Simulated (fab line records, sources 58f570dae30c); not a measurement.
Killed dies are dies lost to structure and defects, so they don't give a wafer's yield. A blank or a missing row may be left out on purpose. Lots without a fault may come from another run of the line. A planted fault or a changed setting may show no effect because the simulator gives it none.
Which tool did it? | flow berkeley_cmos170 | 7 lots, 21 wafers sampled, at 2 steps of a route of 331

WHAT THE GAUGES READ, wafer by wafer
UCB170_GATE_CD_MEAS_90: target cd 350 nm.
lot  | measured     | on        | cd_nm (nm)
L254 | day 7 23:56  | cd_sem-01 | 347.4 350.6 347.2
L255 | day 8 22:19  | cd_sem-02 | 349.3 348.6 349.7
L260 | day 9 16:48  | cd_sem-01 | 350.9 349.7 351.8
L263 | day 10 11:03 | cd_sem-02 | 348.2 350.3 350.5
L265 | day 11 07:22 | cd_sem-01 | 349.4 352.4 349.8
L264 | day 11 07:06 | cd_sem-02 | 350.7 347.8 351.5
L267 | day 11 20:53 | cd_sem-01 | 350.7 349.2 350.2

WHICH TOOL RAN EACH LOT (tool, then ch and the chambers of the sampled wafers, then the start)
lot  | UCB170_PVT_PEB_04
L254 | litho_track-02 ch 0, day 7 01:26
L255 | litho_track-03 ch 0, day 7 19:20
L260 | litho_track-02 ch 0, day 8 20:02
L263 | litho_track-03 ch 0, day 9 12:48
L265 | litho_track-02 ch 0, day 10 09:25
L264 | litho_track-03, day 10 09:54
L267 | litho_track-02, day 10 21:22
- UCB170_PVT_PEB_04

THE ANSWER, worked out from the rows above alone
Rule: what is usual is taken from the lots themselves. Put in order of their means at a reading, lots are off if they are a third of the lots or fewer, leave a main group of 4 or more, and stand apart from it by a gap of 3 or more times the standard deviation of the main group's means; of several such gaps the widest counts. A main group whose means are all the same, to the digits that the tables above print for the reading, isn't used. A lot without any number at a reading at which 4 lots or more have one is off too. The other lots that the step has rows for count as sound.
No lot is off at any reading shown: from this, nothing can be told.

WHAT THE SIMULATOR HAD PUT IN
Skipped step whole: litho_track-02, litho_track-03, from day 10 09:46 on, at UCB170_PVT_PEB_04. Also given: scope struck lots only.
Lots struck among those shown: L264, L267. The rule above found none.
